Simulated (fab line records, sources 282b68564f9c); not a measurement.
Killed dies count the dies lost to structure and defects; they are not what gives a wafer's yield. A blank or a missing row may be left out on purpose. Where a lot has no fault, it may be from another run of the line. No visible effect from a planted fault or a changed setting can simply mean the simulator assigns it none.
The tool behind it: which one?    flow ritCmos    39 wafers from 13 lots sampled at 3 of the route's 202 steps

== WHAT THE GAUGES READ, wafer by wafer ==
RIT_M1_RS_MEAS_01: measurement is done with a four-point probe. Usual: for M1_AL_RS the level is 0.0736 ohm/sq and the standard deviation is 0.00073.
lot   measured     on            M1_AL_RS (ohm/sq)     flag
L305  day 3 12:32  filmMetro-03  0.0728 0.0725 0.0727  
L306  day 3 17:34  filmMetro-02  0.0738 0.0737 0.0737  
L310  day 4 10:52  filmMetro-04  0.0725 0.0723 0.0724  
L311  day 4 15:50  filmMetro-03  0.0745 0.0740 0.0740  
L312  day 4 22:24  filmMetro-02  0.0730 0.0718 0.0722  
L313  day 5 02:42  filmMetro-02  0.0747 0.0739 0.0741  
L314  day 5 07:01  filmMetro-03  0.0735 0.0739 0.0743  
L316  day 5 17:41  filmMetro-03  0.0729 0.0733 0.0734  
L317  day 5 22:57  filmMetro-03  0.0749 0.0754 0.0756  
L318  day 6 05:45  filmMetro-02  0.0733 0.0733 0.0731  
L319  day 6 12:48  filmMetro-04  0.0740 0.0744 0.0737  
L324  day 7 13:26  filmMetro-04  0.0699 0.0740 0.0742  
L327  day 8 00:49  filmMetro-03  0.0733 0.0737 0.0735  

RIT_M1_THK_MEAS_02: measures by xrf. Usual: for M1_AL_THK the level is 395 nm and the standard deviation is 4.
lot   measured     on            M1_AL_THK (nm)  flag
L305  day 3 12:38  filmMetro-03  399 401 399     
L306  day 3 17:40  filmMetro-02  396 396 395     
L310  day 4 10:58  filmMetro-04  397 403 405     
L311  day 4 15:56  filmMetro-03  391 392 390     
L312  day 4 22:31  filmMetro-02  399 403 403     
L313  day 5 02:49  filmMetro-02  391 395 393     
L314  day 5 07:08  filmMetro-03  397 391 389     
L316  day 5 17:47  filmMetro-03  398 397 396     
L317  day 5 23:04  filmMetro-03  389 383 383     
L318  day 6 05:51  filmMetro-02  398 397 398     
L319  day 6 12:55  filmMetro-04  393 389 395     
L324  day 7 13:33  filmMetro-04  416 394 393     
L327  day 8 00:55  filmMetro-03  392 392 393     

== WHICH TOOL RAN EACH LOT (tool, then ch and the chambers of the sampled wafers, then the start) ==
lot   RIT_M1_SPUTTER_00
L305  pvdSputter-03, day 3 12:12
L306  pvdSputter-02, day 3 17:15
L310  pvdSputter-04, day 4 10:33
L311  pvdSputter-02, day 4 15:31
L312  pvdSputter-04, day 4 22:07
L313  pvdSputter-02, day 5 02:23
L314  pvdSputter-04, day 5 06:44
L316  pvdSputter-04, day 5 17:22
L317  pvdSputter-02, day 5 22:39
L318  pvdSputter-03, day 6 05:25
L319  pvdSputter-02, day 6 12:31
L324  pvdSputter-02, day 7 13:08
L327  pvdSputter-04, day 8 00:28
- RIT_M1_SPUTTER_00: material Al, target thk 400 nm, time 500 s.

== WHAT THE TOOLS THEMSELVES READ (means of the sampled wafers that have a number; where no wafer has one, the mark that the record gives instead) ==
RIT_M1_SPUTTER_00. Usual: 30.1 % for throttleValvePct, sd 0.71.
lot   tool           throttleValvePct (%)  flag
L305  pvdSputter-03  29.2                  
L306  pvdSputter-02  30.3                  
L310  pvdSputter-04  29.8                  
L311  pvdSputter-02  30.6                  
L312  pvdSputter-04  29.8                  
L313  pvdSputter-02  31.1                  
L314  pvdSputter-04  29.9                  
L316  pvdSputter-04  30.1                  
L317  pvdSputter-02  31.1                  
L318  pvdSputter-03  29.4                  
L319  pvdSputter-02  30.1                  
L324  pvdSputter-02  30.4                  
L327  pvdSputter-04  29.7                  

== THE ANSWER, worked out from the rows above alone ==
Rule: lot off if the mean of its wafers having a number is beyond 3 standard deviations from the usual mean. A lot without any number at a reading at which 4 lots or more have one is off too. All remaining lots with rows at the step are treated as sound. Order of review: gauges by route order, followed by the tools' own readings, for which a lot's mean as printed above is used. At the first step where some lot is off, the reading lying furthest off is the one used; lots without a number count as furthest.
None of the lots is off at any reading shown; this tells nothing.

== WHAT WAS PUT IN BY THE SIMULATOR ==
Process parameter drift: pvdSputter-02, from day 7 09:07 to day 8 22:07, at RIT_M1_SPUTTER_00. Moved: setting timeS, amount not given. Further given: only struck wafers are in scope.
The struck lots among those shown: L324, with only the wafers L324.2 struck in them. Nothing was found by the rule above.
